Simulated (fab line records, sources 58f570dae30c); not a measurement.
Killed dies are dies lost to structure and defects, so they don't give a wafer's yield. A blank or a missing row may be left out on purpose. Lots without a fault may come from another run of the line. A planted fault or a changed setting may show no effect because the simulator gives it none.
Problem report in the 8D (eight disciplines) form, filled by code | flow berkeley_cmos170 | the parts of the form that need people (team, actions taken, sign-off) are left out

1. THE PROBLEM
chamber_o2_ppm at UCB170_SILICIDE_RTA_04 reads a mean of 301.993 on 9 wafers of 3 lots; wafers without a fault read 2.002 with a standard deviation of 0.024. That is +99 or more standard deviations from the usual mean.
The step: time 15 s.
First seen on wafer L519.1, day 8 02:50, on rtp_anneal-01. The record holds 21 wafers of 7 lots with a number at this step. Rule for "out", or "out of limits": more than 4 standard deviations from the usual mean. The other wafers with a number count as sound.

2. WHAT IT IS AND WHAT IT IS NOT
question                    | is                     | is not
which readings at this step | chamber_o2_ppm         | lamp_power_pct, wafer_temp_C_max
which lots                  | L519, L521, L522       | L513, L526, L531, L535
which wafers of those lots  | all that have a number | -
read on which tools         | rtp_anneal-01          | rtp_anneal-02
when                        | from day 8 02:50       | up to then (3 sound wafers); but 9 sound wafers of L526, L531, L535 came after

3. SUSPECTS, AND WHAT RULES EACH OUT
Counting: a tool at a process step up to the reading stays a suspect if it ran every lot that is out and no sound lot after the first of them.
- rtp_anneal-01 at UCB170_SILICIDE_RTA_04 (time 15 s): ruled out as a lasting fault. Sound lots L535 ran on it after its first lot that is out, L519 (day 8 02:50).
Left after counting: nothing in the record.

4. THE CAUSE (what the simulator had put in)
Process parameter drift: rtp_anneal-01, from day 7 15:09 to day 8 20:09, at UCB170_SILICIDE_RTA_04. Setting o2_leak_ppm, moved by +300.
Counting ruled it out, wrongly.

5. THE CHAIN OF EFFECTS, in route order
Each row: a reading whose mean over the struck wafers that have a number lies more than 3 standard deviations from the usual. Only readings for which the record gives a usual standard deviation are gone through. hours: the time from each lot's start at the first step in this table that gives one to its start at this step, as a median over the lots. sigmas: the change in usual standard deviations.
hours | step                   | reading        | usual | on struck wafers | change   | sigmas
0     | UCB170_SILICIDE_RTA_04 | chamber_o2_ppm | 2.002 | 301.993          | +299.991 | +99 or more
The process steps in it:
- UCB170_SILICIDE_RTA_04: time 15 s.

6. WHAT WOULD HAVE CAUGHT IT SOONER
In this record the first reading out of limits was taken at day 8 02:50, 12 hours after the fault began at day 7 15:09.
